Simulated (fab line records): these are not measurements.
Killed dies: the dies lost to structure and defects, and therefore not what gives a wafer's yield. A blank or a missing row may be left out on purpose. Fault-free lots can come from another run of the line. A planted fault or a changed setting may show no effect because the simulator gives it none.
fab line records	flow berkeley_cmos170
[record] lots = 5	wafers = 23
route steps=331 shown SILICIDE@211 M1@238 M2@276 V2@299
start_h: start of the lot's first displayed wafer, in hours after the record's first day	wait_h: hours since the lot's step before	" the same as in the row above	L1.1+2: several wafers, shown together as one row	- value missing, or start not given	* or withheld: withheld	< > ~ a bound
route shown NAME@n: NAME is a module with steps in the file, n the number in the route of the first one	usual: mean/standard deviation of fault-free wafers	same: alike in all rows	chamber/n: place in a boat	sites: the reading at each site	_std_site: their standard deviation	_edge_site: the outer-site mean with the inner-site mean subtracted	radius_mm: for every site, how far away it sits from the centre of the wafer	mask NAME#n: copy n	behind: the last tool/chamber to shape the wafer	hold: why the lot went on hold/how many hours it stayed there/how the hold came to an end	device: names the non-switching transistor (n, p or np)	end of line: tests run on the same wafers once the route is complete	for a step that has no rows: nothing shown but its recipe	killed: the dies lost at the first sort to structure and to defects; this is not the yield of the wafer	map: shows each die of a wafer: x if killed, . if not, _ if none is there
set.NAME: the setting the step ran with; set.NAME@STEP: the setting that earlier step ran with	model.NAME: the simulator's own value behind a step, which no gauge read
lots where settings were altered on purpose, with a table for each step and a row for each wafer
[[steps]]
[step UCB170_SILICIDE_SPUTTER_01]
[recipe] material = Ti	target_thk_nm = 30	time_s = 25	power_w = 1500	chamber_pressure_pa = 0.5
lot.wafer	tool	chamber	start_h	wait_h	set.time_s	model.Ti_of_SILICIDE_SPUTTER_01.thk_nm
L074.1	pvd_sputter-01	-	127.68	0.0	25	29.89
L074.2	"	-	"	"	23.85	28.75
L074.3	"	-	"	"	25	29.65
L074.5	"	-	"	"	25	30
L074.6	"	-	"	"	23.85	28.31
L078.1	pvd_sputter-01	-	165.33	0.0	21.83	25.5
L078.2	"	-	"	"	25	29.45
L078.3	"	-	"	"	21.83	25.41
L078.4	"	-	"	"	21.83	25.46
L078.6	"	-	"	"	25	29.57
L079.1	pvd_sputter-04	-	165.50	0.0	25	30.49
L079.2	"	-	"	"	25	30.1
L079.3	"	-	"	"	25	29.99
L079.4	"	-	"	"	25	30.37
L079.6	"	-	"	"	25	30.03
L081.1	pvd_sputter-04	-	174.20	0.0	28.53	34.41
L081.2	"	-	"	"	25	29.95
L081.3	"	-	"	"	25	30
L081.4	"	-	"	"	28.53	34.66
L081.6	"	-	"	"	28.53	34.33
L082.3	pvd_sputter-03	-	174.33	0.0	25	29.82
L082.4	"	-	"	"	25	29.84
L082.5	"	-	"	"	25	29.88
[step UCB170_SILICIDE_RS_MEAS_02]
[recipe] thk_meas_gauge = four-point-probe	reads = Ti_of_SILICIDE_SPUTTER_01
[usual] SILICIDE_TI_RS = 26.2/0.33
lot.wafer	tool	chamber	start_h	wait_h	set.time_s@SILICIDE_SPUTTER_01	SILICIDE_TI_RS[ohm/sq]
L074.1	film_metro-03	-	127.71	0.0	25	26.1
L074.2	"	-	"	"	23.85	27.3
L074.3	"	-	"	"	25	26.4
L074.5	"	-	"	"	25	26.1
L074.6	"	-	"	"	23.85	27.9
L078.1	film_metro-03	-	165.36	0.0	21.83	31.5
L078.2	"	-	"	"	25	26.6
L078.3	"	-	"	"	21.83	31.7
L078.4	"	-	"	"	21.83	31.6
L078.6	"	-	"	"	25	26.5
L079.1	film_metro-04	-	165.53	0.0	25	25.6
L079.2	"	-	"	"	25	26.0
L079.3	"	-	"	"	25	26.1
L079.4	"	-	"	"	25	25.7
L079.6	"	-	"	"	25	26.1
L081.1	film_metro-01	-	174.23	0.0	28.53	22.2
L081.2	"	-	"	"	25	26.2
L081.3	"	-	"	"	25	26.2
L081.4	"	-	"	"	28.53	22.0
L081.6	"	-	"	"	28.53	22.3
L082.3	film_metro-03	-	174.41	0.1	25	26.3
L082.4	"	-	"	"	25	26.2
L082.5	"	-	"	"	25	26.2
[step UCB170_SILICIDE_THK_MEAS_03]
[recipe] thk_meas_gauge = xrf	reads = Ti_of_SILICIDE_SPUTTER_01
[usual] SILICIDE_TI_THK = 30.7/0.39
lot.wafer	tool	chamber	start_h	wait_h	set.time_s@SILICIDE_SPUTTER_01	SILICIDE_TI_THK[nm]
L074.1	film_metro-03	-	127.83	0.1	25	31.0
L074.2	"	-	"	"	23.85	29.6
L074.3	"	-	"	"	25	30.5
L074.5	"	-	"	"	25	30.8
L074.6	"	-	"	"	23.85	29.1
L078.1	film_metro-03	-	165.48	0.1	21.83	26.3
L078.2	"	-	"	"	25	30.3
L078.3	"	-	"	"	21.83	26.0
L078.4	"	-	"	"	21.83	26.1
L078.6	"	-	"	"	25	30.5
L079.1	film_metro-04	-	165.65	0.1	25	31.4
L079.2	"	-	"	"	25	30.9
L079.3	"	-	"	"	25	30.9
L079.4	"	-	"	"	25	31.2
L079.6	"	-	"	"	25	30.9
L081.1	film_metro-01	-	174.35	0.1	28.53	35.4
L081.2	"	-	"	"	25	30.8
L081.3	"	-	"	"	25	31.0
L081.4	"	-	"	"	28.53	35.8
L081.6	"	-	"	"	28.53	35.4
L082.3	film_metro-03	-	174.51	0.1	25	30.9
L082.4	"	-	"	"	25	30.8
L082.5	"	-	"	"	25	30.9
[step UCB170_M1_SPUTTER_00]
[recipe] material = Al	target_thk_nm = 600	time_s = 80	power_w = 6000	chamber_pressure_pa = 0.5
lot.wafer	tool	chamber	start_h	wait_h	set.time_s	model.Al_of_M1_SPUTTER_00.thk_nm
L074.1	pvd_sputter-03	-	132.54	0.0	71.81	540.5
L074.2	"	-	"	"	71.81	537.7
L074.3	"	-	"	"	80	604.8
L074.5	"	-	"	"	80	598.2
L074.6	"	-	"	"	71.81	539.8
L078.1	pvd_sputter-04	-	171.23	0.0	80	609.5
L078.2	"	-	"	"	80	604.4
L078.3	"	-	"	"	80	598.6
L078.4	"	-	"	"	80	604
L078.6	"	-	"	"	80	604.5
L079.1	pvd_sputter-03	-	171.39	0.0	91.88	692.6
L079.2	"	-	"	"	80	600.6
L079.3	"	-	"	"	91.88	694.6
L079.4	"	-	"	"	80	602.4
L079.6	"	-	"	"	80	600.5
L081.1	pvd_sputter-04	-	179.45	0.0	89.37	669.8
L081.2	"	-	"	"	80	594.2
L081.3	"	-	"	"	89.37	673.5
L081.4	"	-	"	"	89.37	662.6
L081.6	"	-	"	"	80	599
L082.3	pvd_sputter-02	-	182.23	0.0	80	592.7
L082.4	"	-	"	"	80	595.5
L082.5	"	-	"	"	80	592.6
[step UCB170_M1_RS_MEAS_01]
[recipe] thk_meas_gauge = four-point-probe	reads = Al_of_M1_SPUTTER_00
[usual] M1_AL_RS = 0.0485/0.00046
lot.wafer	tool	chamber	start_h	wait_h	set.time_s@M1_SPUTTER_00	M1_AL_RS[ohm/sq]
L074.1	film_metro-01	-	132.60	0.0	71.81	0.0540
L074.2	"	-	"	"	71.81	0.0543
L074.3	"	-	"	"	80	0.0482
L074.5	"	-	"	"	80	0.0487
L074.6	"	-	"	"	71.81	0.0540
L078.1	film_metro-02	-	171.29	0.0	80	0.0477
L078.2	"	-	"	"	80	0.0481
L078.3	"	-	"	"	80	0.0486
L078.4	"	-	"	"	80	0.0481
L078.6	"	-	"	"	80	0.0480
L079.1	film_metro-04	-	171.45	0.0	91.88	0.0420
L079.2	"	-	"	"	80	0.0484
L079.3	"	-	"	"	91.88	0.0418
L079.4	"	-	"	"	80	0.0483
L079.6	"	-	"	"	80	0.0485
L081.1	film_metro-02	-	179.51	0.0	89.37	0.0434
L081.2	"	-	"	"	80	0.0489
L081.3	"	-	"	"	89.37	0.0430
L081.4	"	-	"	"	89.37	0.0438
L081.6	"	-	"	"	80	0.0485
L082.3	film_metro-04	-	182.33	0.1	80	0.0492
L082.4	"	-	"	"	80	0.0489
L082.5	"	-	"	"	80	0.0492
[step UCB170_M1_THK_MEAS_02]
[recipe] thk_meas_gauge = xrf	reads = Al_of_M1_SPUTTER_00
[usual] M1_AL_THK = 604/6.2
lot.wafer	tool	chamber	start_h	wait_h	set.time_s@M1_SPUTTER_00	M1_AL_THK[nm]
L074.1	film_metro-01	-	132.72	0.1	71.81	545
L074.2	"	-	"	"	71.81	542
L074.3	"	-	"	"	80	608
L074.5	"	-	"	"	80	601
L074.6	"	-	"	"	71.81	545
L078.1	film_metro-02	-	171.41	0.1	80	617
L078.2	"	-	"	"	80	614
L078.3	"	-	"	"	80	606
L078.4	"	-	"	"	80	610
L078.6	"	-	"	"	80	610
L079.1	film_metro-04	-	171.57	0.1	91.88	696
L079.2	"	-	"	"	80	600
L079.3	"	-	"	"	91.88	697
L079.4	"	-	"	"	80	605
L079.6	"	-	"	"	80	602
L081.1	film_metro-02	-	179.63	0.1	89.37	679
L081.2	"	-	"	"	80	601
L081.3	"	-	"	"	89.37	685
L081.4	"	-	"	"	89.37	671
L081.6	"	-	"	"	80	604
L082.3	film_metro-04	-	182.43	0.1	80	596
L082.4	"	-	"	"	80	596
L082.5	"	-	"	"	80	594
[step UCB170_M1_EXPOSE_06]
[recipe] mask_id = METAL1	target_cd_nm = 700	na = 0.5	sigma_outer = 0.6	source_shape = conventional	dose_mj = 21
lot.wafer	tool	chamber	start_h	wait_h	mask	set.dose_mj
L074.1+6	krf_scanner-01	0	133.26	-	METAL1#0	19.97
L074.2+3+5	"	0	"	"	METAL1#0	21
L078.1+2	krf_scanner-02	0	172.14	-	METAL1#0	21
L078.3+4+6	"	0	"	"	METAL1#0	22.32
L079.1+2+3+4+6	krf_scanner-01	0	172.39	-	METAL1#0	21
L081.1+2+3+4+6	krf_scanner-01	0	180.50	-	METAL1#0	21
L082.3+4+5	krf_scanner-01	0	183.46	-	METAL1#0	21
[step UCB170_M1_PEB_07]
[recipe] peb_temp_c = 130	peb_time_s = withheld	resist = KrF
[step UCB170_M1_DEVELOP_08]
[recipe] developer = TMAH	develop_time_s = 45	resist = KrF	dev_temp_c = 21
[step UCB170_M1_CD_MEAS_09]
[recipe] target_cd_nm = 700
[usual] cd_nm = 699.8/1.3
lot.wafer	tool	chamber	start_h	wait_h	set.dose_mj@M1_EXPOSE_06	cd_nm
L074.1	cd_sem-02	-	133.82	-	19.97	708.4
L074.2	"	-	"	"	21	699.8
L074.3	"	-	"	"	21	699.0
L074.5	"	-	"	"	21	699.4
L074.6	"	-	"	"	19.97	708.0
L078.1	cd_sem-01	-	172.54	-	21	702.3
L078.2	"	-	"	"	21	699.6
L078.3	"	-	"	"	22.32	690.7
L078.4	"	-	"	"	22.32	691.4
L078.6	"	-	"	"	22.32	690.1
L079.1	cd_sem-02	-	172.81	-	21	700.1
L079.2	"	-	"	"	21	700.7
L079.3	"	-	"	"	21	699.9
L079.4	"	-	"	"	21	699.8
L079.6	"	-	"	"	21	699.8
L081.1	cd_sem-02	-	181.44	-	21	700.9
L081.2	"	-	"	"	21	701.4
L081.3	"	-	"	"	21	700.5
L081.4	"	-	"	"	21	700.6
L081.6	"	-	"	"	21	701.4
L082.3	cd_sem-02	-	184.31	-	21	700.0
L082.4	"	-	"	"	21	700.1
L082.5	"	-	"	"	21	699.7
[step UCB170_M1_ETCH_11]
[recipe] chemistry = N2/H2	target_depth_a = withheld	overetch_a = withheld	target = BARC	time_s = withheld	source_w = 518.7	bias_w = 100	pressure_mtorr = 30	n2_flow_sccm = 100	h2_flow_sccm = 200
lot.wafer	tool	chamber	start_h	wait_h	set.dose_mj@M1_EXPOSE_06	model.M1.cd_nm
L074.1	rie_diel-04	2	133.97	0.0	19.97	708.9
L074.2	"	0	"	"	21	700.1
L074.3	"	1	"	"	21	699.2
L074.5	"	3	"	"	21	699
L074.6	"	2	"	"	19.97	708.3
L078.1	rie_diel-01	2	172.69	0.0	21	701.8
L078.2	"	3	"	"	21	698.6
L078.3	"	0	"	"	22.32	690.8
L078.4	"	1	"	"	22.32	690.5
L078.6	"	3	"	"	22.32	689.6
L079.1	rie_diel-02	0	172.97	0.0	21	699.3
L079.2	"	1	"	"	21	700.7
L079.3	"	2	"	"	21	699.7
L079.4	"	3	"	"	21	699.6
L079.6	"	3	"	"	21	699
L081.1	rie_diel-04	1	181.59	0.0	21	702
L081.2	"	3	"	"	21	700.9
L081.3	"	0	"	"	21	700.1
L081.4	"	3	"	"	21	700.4
L081.6	"	1	"	"	21	701.4
L082.3+5	rie_diel-01	2,0	184.42	0.0	21	699.8
L082.4	"	3	"	"	21	699.2
[step UCB170_M1_METAL_ETCH_12]
[recipe] chemistry = Cl2/BCl3	target = Al	stop_on = PSG	pressure_mtorr = 12	target_depth_a = 7800	over_etch_frac = 0.3	time_s = 130	icp_w = 600	bias_w = 120	Cl2_flow_sccm = 90	bcl3_flow_sccm = 45
[usual] oes_product_au = 0.864/0.016
lot.wafer	tool	chamber	start_h	wait_h	set.time_s@M1_SPUTTER_00	oes_product_au
L074.1	rie_metal-03	1	134.02	-	71.81	0.839
L074.2	"	0	"	"	71.81	0.816
L074.3	"	0	"	"	80	0.873
L074.5	"	1	"	"	80	0.873
L074.6	"	0	"	"	71.81	0.816
L078.1	rie_metal-03	0	172.73	-	80	0.870
L078.2	"	1	"	"	80	0.878
L078.3	"	1	"	"	80	0.888
L078.4	"	0	"	"	80	0.860
L078.6	"	0	"	"	80	0.869
L079.1	rie_metal-04	1	173.01	-	91.88	0.952
L079.2	"	0	"	"	80	0.840
L079.3	"	1	"	"	91.88	0.952
L079.4	"	0	"	"	80	0.854
L079.6	"	0	"	"	80	0.852
L081.1	rie_metal-04	1	181.63	-	89.37	0.932
L081.2	"	0	"	"	80	0.839
L081.3	"	0	"	"	89.37	0.902
L081.4	"	1	"	"	89.37	0.924
L081.6	"	0	"	"	80	0.840
L082.3	rie_metal-04	0	184.51	-	80	0.840
L082.4	"	1	"	"	80	0.871
L082.5	"	1	"	"	80	0.868
[step UCB170_M2_COAT_05]
[recipe] resist = KrF	spin_rpm = 1500	resist_thk_nm = 900
lot.wafer	tool	chamber	start_h	wait_h	set.spin_rpm	model.KrF_of_M2_COAT_05.thk_nm
L074.1	litho_track-03	0	142.17	0.1	1500	900.1
L074.2	"	0	"	"	1500	902.3
L074.3	"	0	"	"	1571	883.1
L074.5	"	0	"	"	1571	882.4
L074.6	"	0	"	"	1571	880.3
L078.1	litho_track-03	0	180.69	0.1	1556	880.5
L078.2	"	0	"	"	1556	881.5
L078.3	"	0	"	"	1500	898.4
L078.4	"	0	"	"	1556	880.9
L078.6	"	0	"	"	1500	899.2
L079.1	litho_track-03	0	181.14	0.1	1500	895.1
L079.2	"	0	"	"	1500	896.7
L079.3	"	0	"	"	1500	899.2
L079.4	"	0	"	"	1500	895.9
L079.6	"	0	"	"	1500	899
L081.1	litho_track-03	0	189.35	0.1	1500	897.3
L081.2	"	0	"	"	1500	901.5
L081.3+4	"	0	"	"	1552	883
L081.6	"	0	"	"	1500	895.6
L082.3+5	litho_track-03	0	191.37	0.1	1500	901.3
L082.4	"	0	"	"	1500	901.7
[step UCB170_M2_SOFTBAKE_06]
[recipe] resist = KrF	temp_c = 130	time_s = 60
[step UCB170_M2_STRIP_07]
[recipe] chemistry = O2	power_w = 400	pressure_mtorr = 3500	platen_temp_c = withheld	o2_flow_sccm = 400	overash_fraction = 0.5
[usual] strip_time_to_endpoint_s = 21.95/0.063
lot.wafer	tool	chamber	start_h	wait_h	set.spin_rpm@M2_COAT_05	strip_time_to_endpoint_s
L074.1	plasma_asher-02	0	142.47	0.1	1500	21.98
L074.2	"	1	"	"	1500	22.03
L074.3	"	0	"	"	1571	21.57
L074.5	"	1	"	"	1571	21.54
L074.6	"	0	"	"	1571	21.50
L078.1	plasma_asher-03	0	180.99	0.1	1556	21.51
L078.2	"	1	"	"	1556	21.52
L078.3	"	0	"	"	1500	21.93
L078.4	"	1	"	"	1556	21.50
L078.6	"	0	"	"	1500	21.95
L079.1	plasma_asher-01	1	181.44	0.1	1500	21.84
L079.2	"	0	"	"	1500	21.89
L079.3	"	0	"	"	1500	21.93
L079.4	"	1	"	"	1500	21.87
L079.6	"	0	"	"	1500	21.94
L081.1	plasma_asher-03	0	189.65	0.1	1500	21.89
L081.2	"	1	"	"	1500	22.01
L081.3	"	0	"	"	1552	21.55
L081.4	"	1	"	"	1552	21.56
L081.6	"	1	"	"	1500	21.85
L082.3	plasma_asher-02	1	191.66	0.1	1500	21.98
L082.4	"	0	"	"	1500	22.02
L082.5	"	1	"	"	1500	22.00
[step UCB170_M2_METAL_ETCH_18]
[recipe] chemistry = Cl2/BCl3	target = Al	stop_on = SiO2	pressure_mtorr = 12	target_depth_a = 11700	over_etch_frac = 0.3	time_s = 195	icp_w = 600	bias_w = 120	Cl2_flow_sccm = 90	bcl3_flow_sccm = 45
lot.wafer	tool	chamber	start_h	wait_h	set.time_s	model.KrF_of_M2_COAT_10.thk_nm
L074.1	rie_metal-04	1	145.46	-	195	198.3
L074.2	"	1	"	"	205.9	160.2
L074.3	"	1	"	"	205.9	153.9
L074.5	"	1	"	"	195	197.3
L074.6	"	1	"	"	205.9	158.5
L078.1	rie_metal-01	0	182.76	-	195	187.3
L078.2	"	1	"	"	195	203
L078.3	"	1	"	"	208.7	161.4
L078.4	"	0	"	"	208.7	137.2
L078.6	"	0	"	"	195	189.8
L079.1	rie_metal-02	1	183.50	-	204.8	170.4
L079.2	"	0	"	"	195	214.9
L079.3	"	0	"	"	195	217
L079.4	"	1	"	"	204.8	181.1
L079.6	"	0	"	"	204.8	180.9
L081.1	rie_metal-04	1	191.40	-	209.6	142.6
L081.2	"	1	"	"	209.6	140.5
L081.3	"	1	"	"	195	195.2
L081.4	"	1	"	"	195	197
L081.6	"	1	"	"	195	199.4
L082.3	rie_metal-04	1	194.12	-	195	209.4
L082.4	"	1	"	"	195	205.2
L082.5	"	1	"	"	195	199.9
[step UCB170_M2_STRIP_19]
[recipe] chemistry = O2	power_w = 400	pressure_mtorr = 3500	platen_temp_c = withheld	o2_flow_sccm = 400	overash_fraction = 0.5
[usual] oes_product_au = 0.534/0.01
lot.wafer	tool	chamber	start_h	wait_h	set.time_s@M2_METAL_ETCH_18	oes_product_au
L074.1	plasma_asher-03	0	145.83	0.3	195	0.534
L074.2	"	1	"	"	205.9	0.484
L074.3	"	0	"	"	205.9	0.491
L074.5	"	1	"	"	195	0.532
L074.6	"	0	"	"	205.9	0.489
L078.1	plasma_asher-02	0	182.94	0.1	195	0.518
L078.2	"	1	"	"	195	0.524
L078.3	"	0	"	"	208.7	0.495
L078.4	"	1	"	"	208.7	0.467
L078.6	"	0	"	"	195	0.524
L079.1	plasma_asher-01	1	183.69	0.1	204.8	0.497
L079.2	"	0	"	"	195	0.544
L079.3	"	1	"	"	195	0.549
L079.4	"	0	"	"	204.8	0.519
L079.6	"	0	"	"	204.8	0.515
L081.1	plasma_asher-03	1	191.78	0.3	209.6	0.474
L081.2	"	0	"	"	209.6	0.469
L081.3	"	1	"	"	195	0.531
L081.4	"	0	"	"	195	0.526
L081.6	"	0	"	"	195	0.532
L082.3	plasma_asher-01	1	194.41	0.2	195	0.542
L082.4	"	0	"	"	195	0.532
L082.5	"	1	"	"	195	0.532
[step UCB170_V2_COAT_07]
[recipe] resist = KrF	spin_rpm = 1500	resist_thk_nm = 900
lot.wafer	tool	chamber	start_h	wait_h	set.resist_thk_nm	model.KrF_of_V2_COAT_07.thk_nm
L074.1	litho_track-02	0	147.31	0.1	900	899.7
L074.2	"	0	"	"	846.7	845.6
L074.3	"	0	"	"	900	898.3
L074.5	"	0	"	"	900	899.8
L074.6	"	0	"	"	846.7	846.6
L078.1	litho_track-04	0	184.40	0.1	871	867.9
L078.2	"	0	"	"	900	898.5
L078.3+6	"	0	"	"	871	868.8
L078.4	"	0	"	"	900	896.9
L079.1	litho_track-01	0	184.93	0.1	900	898.9
L079.2	"	0	"	"	900	900.7
L079.3	"	0	"	"	900	900.4
L079.4	"	0	"	"	900	898.8
L079.6	"	0	"	"	900	902
L081.1	litho_track-01	0	193.22	0.1	900	900.9
L081.2	"	0	"	"	900	900.5
L081.3	"	0	"	"	900	897.8
L081.4	"	0	"	"	900	895.1
L081.6	"	0	"	"	900	898.8
L082.3	litho_track-01	0	195.66	0.1	900	904.9
L082.4	"	0	"	"	900	906.7
L082.5	"	0	"	"	900	901
[step UCB170_V2_DEVELOP_11]
[recipe] developer = TMAH	develop_time_s = 45	resist = KrF	dev_temp_c = 21
lot.wafer	tool	chamber	start_h	wait_h	set.develop_time_s
L074.1+2+6	litho_track-02	0	-	-	48.67
L074.3+5	"	0	"	"	45
L078.1+2+3+4+6	litho_track-02	0	-	-	45
L079.1+2+3+4+6	litho_track-01	0	-	-	45
L081.1+4+6	litho_track-01	0	-	-	45
L081.2+3	"	0	"	"	40.36
L082.3+4+5	litho_track-04	0	-	-	45
[step UCB170_V2_ETCH_14]
[recipe] chemistry = CHF3/CF4/Ar	target = SiO2	stop_on = Al	CHF3_flow_sccm = 45	cf4_flow_sccm = 15	Ar_flow_sccm = 150	pressure_mtorr = 200	rf_w = 700	target_depth_a = 12500	over_etch_frac = 0.25	time_s = 291
lot.wafer	tool	chamber	start_h	wait_h	set.resist_thk_nm@V2_COAT_07	model.KrF_of_V2_COAT_07.thk_nm
L074.1+5	rie_diel-02	3,1	148.49	0.0	900	614.8
L074.2	"	0	"	"	846.7	557.5
L074.3	"	1	"	"	900	612.2
L074.6	"	3	"	"	846.7	560.4
L078.1	rie_diel-01	3	185.38	0.0	871	573
L078.2	"	0	"	"	900	601.4
L078.3	"	2	"	"	871	580.9
L078.4	"	1	"	"	900	604.5
L078.6	"	2	"	"	871	582.4
L079.1	rie_diel-03	1	185.94	0.0	900	605.1
L079.2	"	2	"	"	900	617.9
L079.3	"	0	"	"	900	614.3
L079.4	"	1	"	"	900	604.6
L079.6	"	0	"	"	900	618.5
L081.1	rie_diel-03	1	194.23	0.0	900	606.6
L081.2	"	0	"	"	900	613.2
L081.3	"	2	"	"	900	614.7
L081.4	"	0	"	"	900	609
L081.6	"	1	"	"	900	603.2
L082.3	rie_diel-03	2	196.60	0.0	900	622.4
L082.4	"	3	"	"	900	614.6
L082.5	"	0	"	"	900	611.5
[step UCB170_V2_STRIP_15]
[recipe] chemistry = O2	power_w = 400	pressure_mtorr = 3500	platen_temp_c = withheld	o2_flow_sccm = 400	overash_fraction = 0.5
[usual] strip_time_to_endpoint_s = 15.30/0.14
lot.wafer	tool	chamber	start_h	wait_h	set.resist_thk_nm@V2_COAT_07	strip_time_to_endpoint_s
L074.1	plasma_asher-04	0	148.67	0.1	900	15.41
L074.2	"	1	"	"	846.7	14.06
L074.3	"	0	"	"	900	15.34
L074.5	"	1	"	"	900	15.42
L074.6	"	0	"	"	846.7	14.14
L078.1	plasma_asher-04	1	185.56	0.1	871	14.45
L078.2	"	0	"	"	900	15.12
L078.3	"	0	"	"	871	14.63
L078.4	"	1	"	"	900	15.19
L078.6	"	0	"	"	871	14.65
L079.1	plasma_asher-02	0	186.11	0.1	900	15.20
L079.2	"	1	"	"	900	15.49
L079.3	"	1	"	"	900	15.43
L079.4	"	0	"	"	900	15.17
L079.6	"	1	"	"	900	15.52
L081.1	plasma_asher-04	1	194.41	0.1	900	15.24
L081.2	"	0	"	"	900	15.40
L081.3	"	1	"	"	900	15.42
L081.4	"	0	"	"	900	15.27
L081.6	"	0	"	"	900	15.14
L082.3	plasma_asher-03	1	196.81	0.1	900	15.62
L082.4	"	0	"	"	900	15.42
L082.5	"	0	"	"	900	15.35
[[key]]
[split] step = UCB170_SILICIDE_SPUTTER_01	setting = time_s	stated = 25	by = wafer
[response] step = UCB170_SILICIDE_SPUTTER_01	reading = model.Ti_of_SILICIDE_SPUTTER_01.thk_nm	change = +0.317	per = 1%	r = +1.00
[response] step = UCB170_SILICIDE_RS_MEAS_02	reading = SILICIDE_TI_RS	change = -0.332	per = 1%	r = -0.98
[response] step = UCB170_SILICIDE_THK_MEAS_03	reading = SILICIDE_TI_THK	change = +0.332	per = 1%	r = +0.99
[split] step = UCB170_M1_SPUTTER_00	setting = time_s	stated = 80	by = wafer
[response] step = UCB170_M1_SPUTTER_00	reading = model.Al_of_M1_SPUTTER_00.thk_nm	change = +6.17	per = 1%	r = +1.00
[response] step = UCB170_M1_RS_MEAS_01	reading = M1_AL_RS	change = -0.000467	per = 1%	r = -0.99
[response] step = UCB170_M1_THK_MEAS_02	reading = M1_AL_THK	change = +6.28	per = 1%	r = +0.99
[response] step = UCB170_M1_METAL_ETCH_12	reading = oes_product_au	change = +0.00643	per = 1%	r = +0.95
[split] step = UCB170_M1_EXPOSE_06	setting = dose_mj	stated = 21	by = wafer
[response] step = UCB170_M1_CD_MEAS_09	reading = cd_nm	change = -1.69	per = 1%	r = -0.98
[response] step = UCB170_M1_ETCH_11	reading = model.M1.cd_nm	change = -1.68	per = 1%	r = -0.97
[split] step = UCB170_M2_COAT_05	setting = spin_rpm	stated = 1500	by = wafer
[response] step = UCB170_M2_COAT_05	reading = model.KrF_of_M2_COAT_05.thk_nm	change = -4.35	per = 1%	r = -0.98
[response] step = UCB170_M2_STRIP_07	reading = strip_time_to_endpoint_s	change = *	per = 1%	r = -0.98
[split] step = UCB170_M2_METAL_ETCH_18	setting = time_s	stated = 195	by = wafer
[response] step = UCB170_M2_METAL_ETCH_18	reading = model.KrF_of_M2_COAT_10.thk_nm	change = -7.07	per = 1%	r = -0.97
[response] step = UCB170_M2_STRIP_19	reading = oes_product_au	change = -0.00714	per = 1%	r = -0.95
[split] step = UCB170_V2_COAT_07	setting = resist_thk_nm	stated = 900	by = wafer
[response] step = UCB170_V2_COAT_07	reading = model.KrF_of_V2_COAT_07.thk_nm	change = +9	per = 1%	r = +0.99
[response] step = UCB170_V2_ETCH_14	reading = model.KrF_of_V2_COAT_07.thk_nm	change = +8.88	per = 1%	r = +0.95
[response] step = UCB170_V2_STRIP_15	reading = strip_time_to_endpoint_s	change = *	per = 1%	r = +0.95
[split] step = UCB170_V2_DEVELOP_11	setting = develop_time_s	stated = 45	by = wafer
response none clear
